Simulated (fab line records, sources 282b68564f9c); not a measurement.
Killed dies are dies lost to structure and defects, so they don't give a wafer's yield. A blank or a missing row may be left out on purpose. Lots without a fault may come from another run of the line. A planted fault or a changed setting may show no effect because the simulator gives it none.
Which tool did it? | flow rit_cmos | 14 lots, 42 wafers sampled, at 3 steps of a route of 202

WHAT THE GAUGES READ, wafer by wafer
RIT_PWELL_TW_MEAS_10.
lot  | measured    | on            | PWELL_TW
L503 | day 2 01:21 | film_metro-02 | 945 952 949
L504 | day 2 05:07 | film_metro-02 | 945 945 946
L505 | day 2 10:04 | film_metro-04 | 962 964 960
L507 | day 2 19:00 | film_metro-04 | 966 968 965
L509 | day 3 06:34 | film_metro-04 | 961 966 969
L510 | day 3 12:30 | film_metro-01 | 950 945 947
L511 | day 3 17:47 | film_metro-04 | 967 966 964
L512 | day 3 22:39 | film_metro-04 | 963 960 964
L513 | day 4 01:37 | film_metro-02 | 941 942 939
L516 | day 4 18:49 | film_metro-02 | 1050 1045 1056
L518 | day 5 04:41 | film_metro-02 | 1056 1062 1065
L519 | day 5 09:21 | film_metro-04 | 953 963 963
L525 | day 6 13:01 | film_metro-02 | 950 951 953
L526 | day 6 20:49 | film_metro-01 | 943 942 944

RIT_WELLDRIVE_RS_MEAS_02: measures by four-point-probe.
lot  | measured    | on            | PWELL_RS (ohm/sq)
L503 | day 2 07:07 | film_metro-04 | 428.6 428.4 429.2
L504 | day 2 10:23 | film_metro-01 | 432.8 431.7 429.8
L505 | day 2 15:31 | film_metro-01 | 430.6 428.7 430.2
L507 | day 3 02:05 | film_metro-02 | 430.3 429.8 428.8
L509 | day 3 14:01 | film_metro-02 | 428.9 429.1 428.2
L510 | day 3 18:51 | film_metro-04 | 431.3 429.7 430.6
L511 | day 3 23:59 | film_metro-02 | 429.7 428.9 429.5
L512 | day 4 05:11 | film_metro-04 | 432.0 433.3 432.2
L513 | day 4 09:28 | film_metro-02 | 429.3 430.1 429.3
L516 | day 5 01:18 | film_metro-02 | 345.6 345.6 346.1
L518 | day 5 10:16 | film_metro-04 | 346.1 346.4 347.1
L519 | day 5 15:21 | film_metro-01 | 429.5 429.6 430.3
L525 | day 6 20:12 | film_metro-02 | 429.9 429.1 430.8
L526 | day 7 02:56 | film_metro-01 | 429.0 430.3 430.8

WHICH TOOL RAN EACH LOT (tool, then ch and the chambers of the sampled wafers, then the start)
lot  | RIT_PWELL_IMPLANT_08
L503 | implanter-01 ch 0, day 2 01:02
L504 | implanter-01 ch 0, day 2 04:48
L505 | implanter-04 ch 0, day 2 09:47
L507 | implanter-04 ch 0, day 2 18:41
L509 | implanter-04 ch 0, day 3 06:14
L510 | implanter-03 ch 0, day 3 12:11
L511 | implanter-03 ch 0, day 3 17:30
L512 | implanter-01 ch 0, day 3 22:21
L513 | implanter-04 ch 0, day 4 01:18
L516 | implanter-01 ch 0, day 4 18:29
L518 | implanter-01 ch 0, day 5 04:22
L519 | implanter-04 ch 0, day 5 09:01
L525 | implanter-04 ch 0, day 6 12:41
L526 | implanter-03 ch 0, day 6 20:29
- RIT_PWELL_IMPLANT_08

WHAT THE TOOLS THEMSELVES READ (means of the sampled wafers that have a number; where no wafer has one, the mark that the record gives instead)
RIT_PWELL_IMPLANT_08.
lot  | tool         | beam_energy_keV | dose_ions_cm2 | faraday_current_uA
L503 | implanter-01 | 169.92          | 6.984e+13     | 220
L504 | implanter-01 | 169.99          | 6.989e+13     | 221
L505 | implanter-04 | 169.96          | 6.995e+13     | 217
L507 | implanter-04 | 170.06          | 7.003e+13     | 224
L509 | implanter-04 | 170.06          | 7.000e+13     | 223
L510 | implanter-03 | 170.01          | 6.996e+13     | 221
L511 | implanter-03 | 169.87          | 7.002e+13     | 220
L512 | implanter-01 | 170.08          | 7.003e+13     | 218
L513 | implanter-04 | 170.02          | 7.000e+13     | 221
L516 | implanter-01 | 169.96          | 9.948e+13     | 306
L518 | implanter-01 | 169.99          | 9.932e+13     | 318
L519 | implanter-04 | 169.98          | 7.007e+13     | 214
L525 | implanter-04 | 170.04          | 6.999e+13     | 224
L526 | implanter-03 | 170.04          | 6.994e+13     | 220

THE ANSWER, worked out from the rows above alone
Rule: what is usual is taken from the lots themselves. Put in order of their means at a reading, lots are off if they are a third of the lots or fewer, leave a main group of 4 or more, and stand apart from it by a gap of 3 or more times the standard deviation of the main group's means; of several such gaps the widest counts. A main group whose means are all the same, to the digits that the tables above print for the reading, isn't used. A lot without any number at a reading at which 4 lots or more have one is off too. The other lots that the step has rows for count as sound. The gauges are gone through in route order, then the tools' own readings, and for those a lot's mean is taken as printed above. The first step at which some lot is off is used, and at that step the reading that is off furthest; a lot without a number counts as furthest.
Off: L516, L518, at RIT_PWELL_TW_MEAS_10 (PWELL_TW). The main group: mean 955, standard deviation 9.3.
A tool fits if, at a process step before that reading, it ran every lot that is off, and no sound lot after the first of them. The gauges at RIT_PWELL_TW_MEAS_10 aren't tried: what is off there is off at RIT_PWELL_IMPLANT_08 too, on other tools, and a gauge's error can't cause that. One fits: implanter-01 at RIT_PWELL_IMPLANT_08. Its last sound lot is L512 (day 3 22:21), its first lot that is off L516 (day 4 18:29): a fault that began between those two fits.
The tool's own readings at RIT_PWELL_IMPLANT_08 bear it out: on the lots that are off they differ by more than 5 times the standard deviation of the sound lots' means. dose_ions_cm2 reads 9.940e+13 there against 6.998e+13 on the sound lots; faraday_current_uA reads 312 there against 220 on the sound lots.

WHAT THE SIMULATOR HAD PUT IN
Process parameter drift: implanter-01, from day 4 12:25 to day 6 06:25, at RIT_PWELL_IMPLANT_08. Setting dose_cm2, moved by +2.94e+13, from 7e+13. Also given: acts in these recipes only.
Lots struck among those shown: L516, L518. The rule above found the same.
